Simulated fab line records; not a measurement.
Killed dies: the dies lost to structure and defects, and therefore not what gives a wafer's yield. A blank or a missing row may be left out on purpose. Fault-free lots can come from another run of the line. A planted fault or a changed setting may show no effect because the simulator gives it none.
Chamber matching :: flow berkeley-cmos170 :: 4 sister chambers for UCB170_V2_CMP_02 on cmp-01
The step polishes SiO2. 22 wafers are shown with their chamber, then 11 later ones without.

== WAFERS, EACH WITH ITS CHAMBER ==
wafer: L196.4
chamber: 3
motor-current-A (A): 16.6

wafer: L196.5
chamber: 0
motor-current-A (A): 16.1

wafer: L196.6
chamber: 3
motor-current-A (A): 15.1

wafer: L195.2
chamber: 2
motor-current-A (A): 12.6

wafer: L195.4
chamber: 0
motor-current-A (A): 16.7

wafer: L195.5
chamber: 0
motor-current-A (A): 16.4

wafer: L197.1
chamber: 3
motor-current-A (A): 17.3

wafer: L197.2
chamber: 0
motor-current-A (A): 15.9

wafer: L197.6
chamber: 0
motor-current-A (A): 16.3

wafer: L198.1
chamber: 3
motor-current-A (A): 16.6

wafer: L198.4
chamber: 1
motor-current-A (A): 18.1

wafer: L198.6
chamber: 3
motor-current-A (A): 15.3

wafer: L200.1
chamber: 1
motor-current-A (A): 19.1

wafer: L200.2
chamber: 0
motor-current-A (A): 16.9

wafer: L200.6
chamber: 0
motor-current-A (A): 14.9

wafer: L201.1
chamber: 1
motor-current-A (A): 18.2

wafer: L201.3
chamber: 2
motor-current-A (A): 11.6

wafer: L201.6
chamber: 3
motor-current-A (A): 16.7

wafer: L202.3
chamber: 1
motor-current-A (A): 18.9

wafer: L202.5
chamber: 3
motor-current-A (A): 16.2

wafer: L202.6
chamber: 0
motor-current-A (A): 16.2

wafer: L203.2
chamber: 0
motor-current-A (A): 16.2

SIGNATURES (means of the wafers above)
reading: motor-current-A
chamber 0: 16.178
chamber 1: 18.575
chamber 2: 12.100
chamber 3: 16.257
scatter within a chamber: 0.65
Rule: distance of a wafer from a chamber = root of the sum over the readings of ((wafer's reading minus chamber's mean) / reading's scatter) squared. If the next closest chamber is less than 2 further off than the closest, the wafer can't be placed; otherwise it belongs to the closest. How the scatter is found: for the shown wafers, subtract from each reading the mean of its chamber, square and add these, divide the total by (wafers less chambers), then take the root.

== WAFERS MISSING THEIR CHAMBER ==
wafer: L203.3
motor-current-A (A): 17.4

wafer: L203.5
motor-current-A (A): 17.6

wafer: L205.1
motor-current-A (A): 18.1

wafer: L205.3
motor-current-A (A): 12.0

wafer: L205.6
motor-current-A (A): 16.4

wafer: L210.1
motor-current-A (A): 16.4

wafer: L210.4
motor-current-A (A): 12.7

wafer: L210.5
motor-current-A (A): 17.5

wafer: L213.3
motor-current-A (A): 16.5

wafer: L213.4
motor-current-A (A): 17.8

wafer: L213.5
motor-current-A (A): 15.8

== EACH ONE'S CHAMBER ==
wafer: L203.3
from the rows above: can't be placed: 3 or 1 or 0
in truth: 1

wafer: L203.5
from the rows above: can't be placed: 1 or 3 or 0
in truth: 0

wafer: L205.1
from the rows above: 1
in truth: 1

wafer: L205.3
from the rows above: 2
in truth: 2

wafer: L205.6
from the rows above: can't be placed: 3 or 0
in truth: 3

wafer: L210.1
from the rows above: can't be placed: 3 or 0
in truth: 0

wafer: L210.4
from the rows above: 2
in truth: 2

wafer: L210.5
from the rows above: can't be placed: 1 or 3 or 0
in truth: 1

wafer: L213.3
from the rows above: can't be placed: 3 or 0
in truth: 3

wafer: L213.4
from the rows above: can't be placed: 1 or 3 or 0
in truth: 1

wafer: L213.5
from the rows above: can't be placed: 0 or 3
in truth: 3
Correct placement for 3 of the 11. Cannot be placed on the basis of these rows: 8; the candidates contain the true chamber in 8. Placed wrongly: 0.
